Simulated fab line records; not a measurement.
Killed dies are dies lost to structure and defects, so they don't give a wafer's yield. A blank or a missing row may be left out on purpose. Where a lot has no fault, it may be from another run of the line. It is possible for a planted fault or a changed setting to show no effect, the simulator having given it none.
fab line records + flow rit_cmos
[record]
- lots = 6
- wafers = 18
- last_day = 7
route steps=202 shown NWELL@35 PWELL@39 WELLDRIVE@50 NRETRO@53 M1@202
lots that met no fault: taken from a fault-free run of the same line
start_h: hours from the record's first day to the start of the lot's first wafer shown + wait_h: hours from the lot's prior step to this one + " as in the row above + L1.1+2: several wafers, shown together as one row + - value missing, or start not given + * or withheld: withheld + < > ~ a bound
route shown NAME@n: NAME is a module with steps in the file, n the number in the route of the first one + usual: mean/standard deviation of fault-free wafers + same: alike in all rows + chamber/n: place in a boat + sites: the reading at each site + _std_site: standard deviation of those values + _edge_site: inner sites' mean taken away from outer sites' mean + radius_mm: for every site, how far away it sits from the centre of the wafer + mask NAME#n: copy n + behind: the tool/chamber that last shaped the wafer + hold: reason for holding the lot/hours on hold/outcome of the hold + device: the transistor (n, p or np) that didn't switch + end of line: at the end of the route, the tests of the same wafers + for a step that has no rows: nothing shown but its recipe + killed: count of dies lost to structure and defects at first sort (not the wafer's yield) + map: the dies of a wafer, with x for killed, . for not killed, _ for no die there
set.NAME: the setting the step ran with; set.NAME@STEP: the setting that earlier step ran with + model.NAME: the simulator's own value behind a step, which no gauge read
lots at some steps of the route; a table a step, a row a wafer
services: a tool's chamber out of use, with start hour (start_h, from the record's first day; less than 0 if before it), hours out, and reason
[[steps]]
[step RIT_NWELL_HARDBAKE_07]
[recipe]
- resist = NOVOLAK
- temp_c = 140
- time_s = 120
[step RIT_NWELL_IMPLANT_08]
[recipe]
- species = P
- energy_kev = 171
- dose_cm2 = 5e+13
- tilt_deg = 7
[step RIT_NWELL_STRIP_09]
[recipe]
- chemistry = O2
- time_s = 180
- resist = NOVOLAK
- platen_temp_c = withheld
- power_w = 500
- pressure_mtorr = 4000
- o2_flow_sccm = 4000
[usual]
- drypump_motor_current_A = 6.08/0.2
| lot.wafer | tool            | chamber | start_h | wait_h | drypump_motor_current_A | rf_hours_counter_h |
|-----------|-----------------|---------|---------|--------|-------------------------|--------------------|
| L493.2    | plasma_asher-04 | 0       | 29.45   | 0.1    | 6.02                    | 34                 |
| L493.5    | "               | 1       | "       | "      | 6.42                    | -                  |
| L493.6    | "               | 0       | "       | "      | 5.99                    | -                  |
| L499.4    | plasma_asher-03 | 1       | 56.80   | 0.1    | 5.97                    | -                  |
| L499.5    | "               | 0       | "       | "      | 6.13                    | -                  |
| L499.6    | "               | 1       | "       | "      | 5.96                    | -                  |
| L501.1    | plasma_asher-03 | 0       | 68.18   | 0.1    | 6.14                    | 29                 |
| L501.4    | "               | 0       | "       | "      | 6.14                    | -                  |
| L501.5    | "               | 0       | "       | "      | 6.16                    | -                  |
| L506.2    | plasma_asher-03 | 1       | 92.81   | 0.1    | 5.97                    | 32                 |
| L506.5    | "               | 1       | "       | "      | 5.94                    | -                  |
| L506.6    | "               | 0       | "       | "      | 6.16                    | -                  |
| L512.2    | plasma_asher-04 | 0       | 128.58  | 0.1    | 6.06                    | 46                 |
| L512.3    | "               | 1       | "       | "      | 6.42                    | -                  |
| L512.6    | "               | 0       | "       | "      | 6.00                    | -                  |
| L514.2    | plasma_asher-02 | 0       | 131.45  | 0.1    | 6.04                    | 1                  |
| L514.3    | "               | 0       | "       | "      | 6.02                    | -                  |
| L514.4    | "               | 1       | "       | "      | 5.71                    | -                  |
[step RIT_NWELL_TW_MEAS_10]
[usual]
- NWELL_TW = 2149/34
| lot.wafer | tool          | chamber | start_h | wait_h | NWELL_TW |
|-----------|---------------|---------|---------|--------|----------|
| L493.2    | film_metro-03 | -       | 29.64   | 0.1    | 2191     |
| L493.5    | "             | -       | "       | "      | 2177     |
| L493.6    | "             | -       | "       | "      | 2195     |
| L499.4    | film_metro-01 | -       | 56.95   | 0.1    | 2115     |
| L499.5    | "             | -       | "       | "      | 2102     |
| L499.6    | "             | -       | "       | "      | 2112     |
| L501.1    | film_metro-01 | -       | 68.36   | 0.1    | 2095     |
| L501.4    | "             | -       | "       | "      | 2111     |
| L501.5    | "             | -       | "       | "      | 2117     |
| L506.2    | film_metro-01 | -       | 92.99   | 0.1    | 2097     |
| L506.5    | "             | -       | "       | "      | 2099     |
| L506.6    | "             | -       | "       | "      | 2106     |
| L512.2    | film_metro-01 | -       | 128.77  | 0.1    | 2108     |
| L512.3    | "             | -       | "       | "      | 2110     |
| L512.6    | "             | -       | "       | "      | 2111     |
| L514.2    | film_metro-01 | -       | 131.64  | 0.1    | 2102     |
| L514.3    | "             | -       | "       | "      | 2112     |
| L514.4    | "             | -       | "       | "      | 2115     |
[step RIT_PWELL_HMDS_00]
[recipe]
- prime_time_s = 60
- prime_temp_c = 140
[step RIT_PWELL_COAT_01]
[recipe]
- resist = NOVOLAK
- spin_rpm = 2000
- resist_thk_nm = 1300
[step RIT_PWELL_SOFTBAKE_02]
[recipe]
- resist = NOVOLAK
- temp_c = 90
- time_s = 59.02
[step RIT_PWELL_EXPOSE_03]
[recipe]
- mask_id = M3
- na = 0.57
- target_cd_nm = 43700
- dose_mj = 250
[step RIT_PWELL_PEB_04]
[recipe]
- resist = NOVOLAK
- temp_c = withheld
- time_s = withheld
[step RIT_PWELL_DEVELOP_05]
[recipe]
- resist = NOVOLAK
- develop_time_s = 68
- dev_temp_c = 23
[step RIT_PWELL_OVL_MEAS_06]
[usual]
- PWELL_OVL = -0.1/1.6
| lot.wafer | tool       | chamber | start_h | wait_h | PWELL_OVL[nm] |
|-----------|------------|---------|---------|--------|---------------|
| L493.2    | overlay-01 | -       | 30.70   | -      | 0.8           |
| L493.5    | "          | -       | "       | "      | 0.6           |
| L493.6    | "          | -       | "       | "      | 1.1           |
| L499.4    | overlay-02 | -       | 57.87   | -      | -0.3          |
| L499.5    | "          | -       | "       | "      | -2.5          |
| L499.6    | "          | -       | "       | "      | 0.4           |
| L501.1    | overlay-01 | -       | 69.42   | -      | -0.2          |
| L501.4    | "          | -       | "       | "      | -1.7          |
| L501.5    | "          | -       | "       | "      | 0.9           |
| L506.2    | overlay-01 | -       | 94.05   | -      | -2.6          |
| L506.5    | "          | -       | "       | "      | -0.1          |
| L506.6    | "          | -       | "       | "      | -1.9          |
| L512.2    | overlay-02 | -       | 129.70  | -      | 0.9           |
| L512.3    | "          | -       | "       | "      | 1.8           |
| L512.6    | "          | -       | "       | "      | 0.2           |
| L514.2    | overlay-02 | -       | 132.68  | -      | 1.1           |
| L514.3    | "          | -       | "       | "      | 0.0           |
| L514.4    | "          | -       | "       | "      | 0.3           |
[step RIT_PWELL_HARDBAKE_07]
[recipe]
- resist = NOVOLAK
- temp_c = 140
- time_s = 120
[step RIT_PWELL_IMPLANT_08]
[recipe]
- species = B
- energy_kev = 170
- dose_cm2 = 7e+13
- tilt_deg = 7
[usual]
- beam_on_s = 9.97/0.22
| lot.wafer | tool         | chamber | start_h | wait_h | beam_on_s |
|-----------|--------------|---------|---------|--------|-----------|
| L493.2    | implanter-03 | 0       | 31.00   | 0.2    | 9.78      |
| L493.5    | "            | 0       | "       | "      | 10.27     |
| L493.6    | "            | 0       | "       | "      | 10.34     |
| L499.4    | implanter-04 | 0       | 58.22   | 0.2    | 10.15     |
| L499.5    | "            | 0       | "       | "      | 9.91      |
| L499.6    | "            | 0       | "       | "      | 10.12     |
| L501.1    | implanter-04 | 0       | 69.71   | 0.2    | 10.13     |
| L501.4    | "            | 0       | "       | "      | 10.09     |
| L501.5    | "            | 0       | "       | "      | 10.10     |
| L506.2    | implanter-03 | 0       | 94.36   | 0.2    | 10.18     |
| L506.5    | "            | 0       | "       | "      | 10.11     |
| L506.6    | "            | 0       | "       | "      | 10.37     |
| L512.2    | implanter-04 | 0       | 130.01  | 0.2    | 9.99      |
| L512.3    | "            | 0       | "       | "      | 9.77      |
| L512.6    | "            | 0       | "       | "      | 10.03     |
| L514.2    | implanter-01 | 0       | 133.07  | 0.2    | 9.74      |
| L514.3    | "            | 0       | "       | "      | 9.95      |
| L514.4    | "            | 0       | "       | "      | 10.11     |
[step RIT_PWELL_STRIP_09]
[recipe]
- chemistry = O2
- time_s = 180
- resist = NOVOLAK
- platen_temp_c = withheld
- power_w = 500
- pressure_mtorr = 4000
- o2_flow_sccm = 4000
[usual]
- drypump_motor_current_A = 6.00/0.29
| lot.wafer | tool            | chamber | start_h | wait_h | drypump_motor_current_A | rf_hours_counter_h |
|-----------|-----------------|---------|---------|--------|-------------------------|--------------------|
| L493.2    | plasma_asher-02 | 1       | 31.13   | 0.1    | 5.73                    | 39                 |
| L493.5    | "               | 1       | "       | "      | 5.72                    | -                  |
| L493.6    | "               | 0       | "       | "      | 6.05                    | -                  |
| L499.4    | plasma_asher-01 | 1       | 58.35   | 0.1    | 5.64                    | -                  |
| L499.5    | "               | 0       | "       | "      | 5.63                    | -                  |
| L499.6    | "               | 1       | "       | "      | 5.66                    | -                  |
| L501.1    | plasma_asher-02 | 0       | 69.86   | 0.1    | 6.04                    | 43                 |
| L501.4    | "               | 0       | "       | "      | 6.05                    | -                  |
| L501.5    | "               | 1       | "       | "      | 5.71                    | -                  |
| L506.2    | plasma_asher-01 | 1       | 94.48   | 0.1    | 5.68                    | 47                 |
| L506.5    | "               | 0       | "       | "      | 5.63                    | -                  |
| L506.6    | "               | 1       | "       | "      | 5.71                    | -                  |
| L512.2    | plasma_asher-02 | 1       | 130.13  | 0.1    | 5.72                    | 1                  |
| L512.3    | "               | 1       | "       | "      | 5.71                    | -                  |
| L512.6    | "               | 1       | "       | "      | 5.70                    | -                  |
| L514.2    | plasma_asher-04 | 1       | 133.20  | 0.1    | 6.36                    | 47                 |
| L514.3    | "               | 1       | "       | "      | 6.39                    | -                  |
| L514.4    | "               | 0       | "       | "      | 6.06                    | -                  |
[step RIT_PWELL_TW_MEAS_10]
[usual]
- PWELL_TW = 954/15
| lot.wafer | tool          | chamber | start_h | wait_h | PWELL_TW |
|-----------|---------------|---------|---------|--------|----------|
| L493.2    | film_metro-01 | -       | 31.31   | 0.1    | 937      |
| L493.5    | "             | -       | "       | "      | 937      |
| L493.6    | "             | -       | "       | "      | 938      |
| L499.4    | film_metro-03 | -       | 58.50   | 0.1    | 934      |
| L499.5    | "             | -       | "       | "      | 927      |
| L499.6    | "             | -       | "       | "      | 927      |
| L501.1    | film_metro-03 | -       | 70.03   | 0.1    | 933      |
| L501.4    | "             | -       | "       | "      | 931      |
| L501.5    | "             | -       | "       | "      | 930      |
| L506.2    | film_metro-01 | -       | 94.67   | 0.1    | 934      |
| L506.5    | "             | -       | "       | "      | 931      |
| L506.6    | "             | -       | "       | "      | 928      |
| L512.2    | film_metro-04 | -       | 130.32  | 0.1    | 959      |
| L512.3    | "             | -       | "       | "      | 963      |
| L512.6    | "             | -       | "       | "      | 962      |
| L514.2    | film_metro-01 | -       | 133.38  | 0.1    | 935      |
| L514.3    | "             | -       | "       | "      | 941      |
| L514.4    | "             | -       | "       | "      | 935      |
[step RIT_WELLDRIVE_ANNEAL_00]
[recipe]
- temp_c = 1100
- time_s = 14700
- ambient = N2
[step RIT_WELLDRIVE_RS_MEAS_01]
[recipe]
- thk_meas_gauge = four-point-probe
[usual]
- NWELL_RS = 275.5/0.84
| lot.wafer | tool          | chamber | start_h | wait_h | NWELL_RS[ohm/sq] |
|-----------|---------------|---------|---------|--------|------------------|
| L493.2    | film_metro-04 | -       | 36.65   | 0.0    | 275.6            |
| L493.5    | "             | -       | "       | "      | 275.0            |
| L493.6    | "             | -       | "       | "      | 275.1            |
| L499.4    | film_metro-03 | -       | 63.84   | 0.1    | 275.4            |
| L499.5    | "             | -       | "       | "      | 275.4            |
| L499.6    | "             | -       | "       | "      | 274.7            |
| L501.1    | film_metro-03 | -       | 75.41   | 0.0    | 275.8            |
| L501.4    | "             | -       | "       | "      | 275.9            |
| L501.5    | "             | -       | "       | "      | 274.6            |
| L506.2    | film_metro-04 | -       | 99.82   | 0.0    | 276.3            |
| L506.5    | "             | -       | "       | "      | 276.0            |
| L506.6    | "             | -       | "       | "      | 275.3            |
| L512.2    | film_metro-01 | -       | 136.64  | 0.0    | 275.9            |
| L512.3    | "             | -       | "       | "      | 275.5            |
| L512.6    | "             | -       | "       | "      | 275.2            |
| L514.2    | film_metro-03 | -       | 140.86  | 0.0    | 276.3            |
| L514.3    | "             | -       | "       | "      | 275.9            |
| L514.4    | "             | -       | "       | "      | 276.5            |
[step RIT_WELLDRIVE_RS_MEAS_02]
[recipe]
- thk_meas_gauge = four-point-probe
[usual]
- PWELL_RS = 429.3/1.1
| lot.wafer | tool          | chamber | start_h | wait_h | PWELL_RS[ohm/sq] |
|-----------|---------------|---------|---------|--------|------------------|
| L493.2    | film_metro-04 | -       | 36.77   | 0.1    | 429.7            |
| L493.5    | "             | -       | "       | "      | 430.1            |
| L493.6    | "             | -       | "       | "      | 429.3            |
| L499.4    | film_metro-03 | -       | 63.96   | 0.1    | 461.8            |
| L499.5    | "             | -       | "       | "      | 462.7            |
| L499.6    | "             | -       | "       | "      | 462.2            |
| L501.1    | film_metro-03 | -       | 75.53   | 0.1    | 464.1            |
| L501.4    | "             | -       | "       | "      | 464.5            |
| L501.5    | "             | -       | "       | "      | 464.1            |
| L506.2    | film_metro-04 | -       | 99.94   | 0.1    | 430.3            |
| L506.5    | "             | -       | "       | "      | 431.2            |
| L506.6    | "             | -       | "       | "      | 430.7            |
| L512.2    | film_metro-01 | -       | 136.76  | 0.1    | 428.4            |
| L512.3    | "             | -       | "       | "      | 430.3            |
| L512.6    | "             | -       | "       | "      | 429.8            |
| L514.2    | film_metro-03 | -       | 140.98  | 0.1    | 430.0            |
| L514.3    | "             | -       | "       | "      | 429.3            |
| L514.4    | "             | -       | "       | "      | 429.5            |
[step RIT_NRETRO_HMDS_00]
[recipe]
- prime_time_s = 60
- prime_temp_c = 140
[step RIT_M1_PROBE_99]
[usual]
- killed_at_front_end = 6.6/2.8
- killed_dies = 6.6/2.8
- killed_open = 3.3/1.9
- killed_short = 3.2/1.8
[same]
- gross_dies = 264
- killed_at_M0_to_M3 = 0
- killed_at_M4_up = 0
- killed_at_back_side = 0
- killed_at_contacts = 0
- killed_at_other = 0
| lot.wafer | tool      | chamber | start_h | wait_h | killed_at_front_end | killed_dies | killed_open | killed_short | model.etest.nmos_0p3.r_on_ohm_um | model.etest.pwell_pinched.rs_ohm_sq_range | model.etest.pwell_pinched.rs_ohm_sq | model.etest.nmos_0p15.drive_ua_um_range | model.etest.pwell.rs_ohm_sq | model.etest.pwell_pinched.rs_ohm_sq_rim_less_centre | model.etest.nmos_turned.drive_ua_um | model.etest.nmos_0p15.drive_ua_um |
|-----------|-----------|---------|---------|--------|---------------------|-------------|-------------|--------------|----------------------------------|-------------------------------------------|-------------------------------------|-----------------------------------------|-----------------------------|-----------------------------------------------------|-------------------------------------|-----------------------------------|
| L493.2    | prober-01 | -       | 66.63   | 0.1    | 6                   | 6           | 4           | 2            | 2182                             | 10.97                                     | 457.9                               | 13.16                                   | 417.1                       | -1.301                                              | 319.6                               | 455.3                             |
| L493.5    | prober-01 | -       | 66.78   | 0.2    | 4                   | 4           | 0           | 3            | 2176                             | 26.8                                      | 459.2                               | 10.06                                   | 417.4                       | -4.805                                              | 327.7                               | 465.8                             |
| L493.6    | prober-01 | -       | 66.83   | 0.2    | 8                   | 8           | 4           | 4            | 2130                             | 17.37                                     | 458.1                               | 16.9                                    | 415.3                       | -3.304                                              | 335.1                               | 482.3                             |
| L499.4    | prober-01 | -       | 93.38   | 0.2    | 8                   | 8           | 6           | 2            | 2047                             | 81.83                                     | 482.5                               | 47.73                                   | 446.6                       | -45.04                                              | 352.4                               | 499.3                             |
| L499.5    | prober-01 | -       | 93.43   | 0.2    | 8                   | 8           | 6           | 2            | 2052                             | 72.65                                     | 482.6                               | 49.6                                    | 447.5                       | -42.57                                              | 351                                 | 502.2                             |
| L499.6    | prober-01 | -       | 93.48   | 0.2    | 10                  | 10          | 7           | 3            | 2086                             | 67.53                                     | 483                                 | 48.41                                   | 444.1                       | -35.46                                              | 348.2                               | 502.3                             |
| L501.1    | prober-01 | -       | 105.01  | 0.1    | 5                   | 5           | 3           | 2            | 2039                             | 62.04                                     | 492.3                               | 49.07                                   | 448.6                       | -27.49                                              | 364.7                               | 509.9                             |
| L501.4    | prober-01 | -       | 105.16  | 0.2    | 7                   | 7           | 6           | 1            | 2069                             | 63.18                                     | 495                                 | 50.4                                    | 441.6                       | -32.43                                              | 364.8                               | 503.5                             |
| L501.5    | prober-01 | -       | 105.21  | 0.2    | 11                  | 11          | 8           | 3            | 2029                             | 69.45                                     | 492.7                               | 46.66                                   | 447.3                       | -37.51                                              | 355.9                               | 502.4                             |
| L506.2    | prober-02 | -       | 135.92  | 0.1    | 5                   | 5           | 3           | 2            | 2182                             | 14.6                                      | 469.8                               | 18.81                                   | 421                         | -2.395                                              | 311.9                               | 467                               |
| L506.5    | prober-02 | -       | 136.07  | 0.2    | 9                   | 9           | 3           | 4            | 2131                             | 6.689                                     | 457.2                               | 11.64                                   | 421.2                       | -1.907                                              | 318.1                               | 468.9                             |
| L506.6    | prober-02 | -       | 136.12  | 0.2    | 6                   | 6           | 2           | 4            | 2107                             | 25.82                                     | 461.3                               | 13.67                                   | 419.2                       | -8.036                                              | 329.2                               | 489.9                             |
| L512.2    | prober-02 | -       | 167.69  | 0.1    | 2                   | 2           | 1           | 1            | 2169                             | 8.751                                     | 462.6                               | 13.33                                   | 412.9                       | -6.523                                              | 338.4                               | 469.2                             |
| L512.3    | prober-02 | -       | 167.74  | 0.2    | 4                   | 4           | 3           | 1            | 2144                             | 22.74                                     | 464.5                               | 13.88                                   | 414.7                       | -12.18                                              | 346.5                               | 490.8                             |
| L512.6    | prober-02 | -       | 167.89  | 0.2    | 7                   | 7           | 3           | 4            | 2139                             | 15.25                                     | 458.6                               | 8.198                                   | 415.5                       | -13.24                                              | 342.2                               | 475.7                             |
| L514.2    | prober-02 | -       | 174.80  | 0.1    | 4                   | 4           | 2           | 2            | 2215                             | 17.66                                     | 462.1                               | 14.72                                   | 419.4                       | 13.04                                               | 316.3                               | 451.9                             |
| L514.3    | prober-02 | -       | 174.85  | 0.2    | 8                   | 8           | 7           | 1            | 2190                             | 13.95                                     | 452.6                               | 13.01                                   | 409.1                       | -4.426                                              | 310                                 | 449.5                             |
| L514.4    | prober-02 | -       | 174.90  | 0.2    | 4                   | 4           | 2           | 2            | 2183                             | 21.71                                     | 456.4                               | 12.22                                   | 415.4                       | 10.25                                               | 317.9                               | 452.5                             |
// killed by level:class
L493.2 GATE:geometric_particle:open=3 FOX2:geometric_particle:short=1 REOX:geometric_particle:short=1 SPACER:geometric_particle:open=1
L493.5 FOX1:geometric_particle:short=1 GATE:geometric_particle:short=1 REOX:geometric_particle:short=1 GATE:coat_microbubble_printed=1
L493.6 GATE:geometric_particle:open=3 FOX2:geometric_particle:short=1 GATE:geometric_particle:short=1 REOX:geometric_particle:short=1 SPACER:geometric_particle:short=1 SILICIDE:geometric_particle:open=1
L499.4 SPACER:geometric_particle:open=2 FOX1:geometric_particle:open=1 FOX1:geometric_particle:short=1 FOX2:geometric_particle:short=1 FOX2:geometric_particle:open=1 GATE:geometric_particle:open=1 REOX:geometric_particle:open=1
L499.5 GATE:geometric_particle:open=3 SPACER:geometric_particle:open=2 FOX1:geometric_particle:short=1 REOX:geometric_particle:open=1 SPACER:geometric_particle:short=1
L499.6 GATE:geometric_particle:open=2 SPACER:geometric_particle:open=2 FOX1:geometric_particle:open=1 FOX2:geometric_particle:open=1 GATE:geometric_particle:short=1 REOX:geometric_particle:short=1 REOX:geometric_particle:open=1 SPACER:geometric_particle:short=1
L501.1 GATE:geometric_particle:open=2 FOX2:geometric_particle:short=1 GATE:geometric_particle:short=1 SILICIDE:geometric_particle:open=1
L501.4 SPACER:geometric_particle:open=2 GATE:geometric_particle:open=2 FOX1:geometric_particle:open=1 GATE:geometric_particle:short=1 REOX:geometric_particle:open=1
L501.5 GATE:geometric_particle:open=5 FOX2:geometric_particle:open=3 FOX2:geometric_particle:short=2 GATE:geometric_particle:short=1
L506.2 GATE:geometric_particle:open=2 REOX:geometric_particle:short=1 SPACER:geometric_particle:open=1 SILICIDE:geometric_particle:short=1
L506.5 REOX:geometric_particle:short=3 GATE:geometric_particle:open=2 NSD:coat_microbubble_printed=2 SPACER:geometric_particle:open=1 SILICIDE:geometric_particle:short=1
L506.6 GATE:geometric_particle:open=2 GATE:geometric_particle:short=1 REOX:geometric_particle:short=1 SPACER:geometric_particle:short=1 SILICIDE:geometric_particle:short=1
L512.2 FOX2:geometric_particle:short=1 SILICIDE:geometric_particle:open=1
L512.3 GATE:geometric_particle:open=3 FOX1:geometric_particle:short=1
L512.6 GATE:geometric_particle:short=2 REOX:geometric_particle:open=2 REOX:geometric_particle:short=1 SILICIDE:geometric_particle:open=1 SILICIDE:geometric_particle:short=1
L514.2 GATE:geometric_particle:open=2 GATE:geometric_particle:short=1 SILICIDE:geometric_particle:short=1
L514.3 GATE:geometric_particle:open=3 SILICIDE:geometric_particle:open=2 FOX1:geometric_particle:open=1 REOX:geometric_particle:open=1 REOX:geometric_particle:short=1
L514.4 FOX1:geometric_particle:short=1 GATE:geometric_particle:short=1 GATE:geometric_particle:open=1 SPACER:geometric_particle:open=1
[[services]]
| tool            | chamber | start_h | hours | kind       |
|-----------------|---------|---------|-------|------------|
| plasma_asher-02 | -       | 9.44    | 1.0   | repair     |
| implanter-01    | -       | 19.88   | 58.4  | repair     |
| implanter-04    | -       | 40.73   | 2.8   | repair     |
| plasma_asher-02 | -       | 47.67   | 6.0   | repair     |
| plasma_asher-03 | -       | 57.27   | 5.9   | repair     |
| plasma_asher-02 | -       | 77.79   | 6.2   | repair     |
| plasma_asher-01 | -       | 105.85  | 1.3   | repair     |
| plasma_asher-01 | -       | 108.39  | 19.9  | repair     |
| plasma_asher-02 | -       | 108.75  | 9.0   | pm         |
| plasma_asher-02 | 0       | 108.75  | 9.0   | vent_cycle |
| plasma_asher-02 | 1       | 108.75  | 9.0   | vent_cycle |
| implanter-03    | -       | 111.90  | 3.0   | pm         |
| implanter-03    | -       | 115.48  | 6.8   | pm         |
| plasma_asher-02 | 0       | 117.75  | -     | clean      |
| plasma_asher-02 | 1       | 117.75  | -     | clean      |
[[key]]
[first_sign]
- step = RIT_PWELL_TW_MEAS_10
- reading = PWELL_TW
- direction = down
- sigmas = 1.6
- usual = 954
- struck = 930
[effect]
- step = RIT_WELLDRIVE_RS_MEAS_02
- reading = PWELL_RS
- direction = up
- sigmas = 31
- usual = 429.3
- struck = 463.2
[model_effect]
- step = RIT_M1_PROBE_99
- value = etest.nmos_0p3.r_on_ohm_um
- without = 2129
- struck = 2054
met_at RIT_PWELL_IMPLANT_08
struck_wafers L499.4,L499.5,L499.6,L501.1,L501.4,L501.5
tester_left_out L499,L501
[fault]
- kind = process_parameter_drift
- tool = implanter-04
- chamber = -
- onset_h = 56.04
- steps = RIT_PWELL_IMPLANT_08
- channel = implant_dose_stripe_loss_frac
- offset = 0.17
- shape = step
- end_h = 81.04
// tester_left_out: of these lots the tester's yield and bins aren't shown, on N5 and GAA mostly nor the transistor test; their killed dies are dies lost to structure and defects alone, not to doping, threshold or leakage, so they don't give the yield
